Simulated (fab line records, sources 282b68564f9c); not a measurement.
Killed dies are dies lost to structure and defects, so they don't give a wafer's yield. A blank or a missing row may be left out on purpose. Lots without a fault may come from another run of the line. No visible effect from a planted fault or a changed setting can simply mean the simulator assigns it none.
A single fault, viewed from 2 desks :: flow ritCmos :: numbers are kept per desk, each desk with only its own; the story behind them comes last

## METROLOGY DESK
Lot by lot, what the gauges showed, no matter which tool ran the lot: averages of those sampled wafers that carry a number. A lot is out of limits, marked OUT, if its mean lies more than 4 standard deviations from the usual mean; the brackets give that distance.
Columns: A = CONTACT_TEOS_THK at RIT_CONTACT_THK_MEAS_01, usual 410 nm
lot: L879
first seen here: day 3 14:56
A: 411

lot: L880
first seen here: day 3 17:21
A: 406

lot: L881
first seen here: day 4 01:32
A: 407

lot: L882
first seen here: day 4 05:38
A: 408

lot: L883
first seen here: day 4 14:53
A: 408

lot: L884
first seen here: day 4 16:01
A: 411

lot: L885
first seen here: day 4 21:04
A: 408

lot: L886
first seen here: day 5 00:20
A: 409

lot: L888
first seen here: day 5 11:22
A: 406

lot: L890
first seen here: day 6 00:37
A: 413

lot: L894
first seen here: day 6 17:54
A: 355 (-11) OUT

lot: L895
first seen here: day 7 02:10
A: 412

lot: L900
first seen here: day 8 04:40
A: 414
Finding of this desk: L894 out of limits, first seen on L894 at day 6 17:54 (CONTACT_TEOS_THK at RIT_CONTACT_THK_MEAS_01). Within limits: L879, L880, L881, L882, L883, L884, L885, L886, L888, L890, L895, L900.

## THE TOOL OWNER'S DESK: pecvd-04
The tool's own readings at RIT_CONTACT_CVD_00 (deposits SiO2 from TEOS, target thk 400 nm, time 62.48 s): means of the sampled wafers that have a number, for each lot that ran on this tool. A lot is out of limits, marked OUT, if its mean lies more than 4 standard deviations from the usual mean; the brackets give that distance.
Columns: A = heaterPowerW at RIT_CONTACT_CVD_00, usual 332 W
lot: L879
first seen here: day 3 14:53
A: 396

lot: L882
first seen here: day 4 05:35
A: 367

lot: L885
first seen here: day 4 21:01
A: 419

lot: L888
first seen here: day 5 11:19
A: 383

lot: L894
first seen here: day 6 17:51
A: 419
Result from this desk: across the 5 lots, nothing is out of limits.

## PUT TOGETHER
The metrology desk could have raised an alarm at day 6 17:54, on L894.
The desk of the tool owner found nothing out of limits.
The tool owner's desk has L894 on record, within its limits.
Of the lots named, all ran RIT_CONTACT_CVD_00 on pecvd-04.

## WHAT HAD BEEN PUT IN BY THE SIMULATOR
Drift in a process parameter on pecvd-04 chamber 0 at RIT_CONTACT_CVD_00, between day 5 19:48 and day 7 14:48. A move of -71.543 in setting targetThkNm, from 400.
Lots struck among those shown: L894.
Time in hours between the start of the fault and the first out-of-limits reading at each desk: metrology desk, 22.
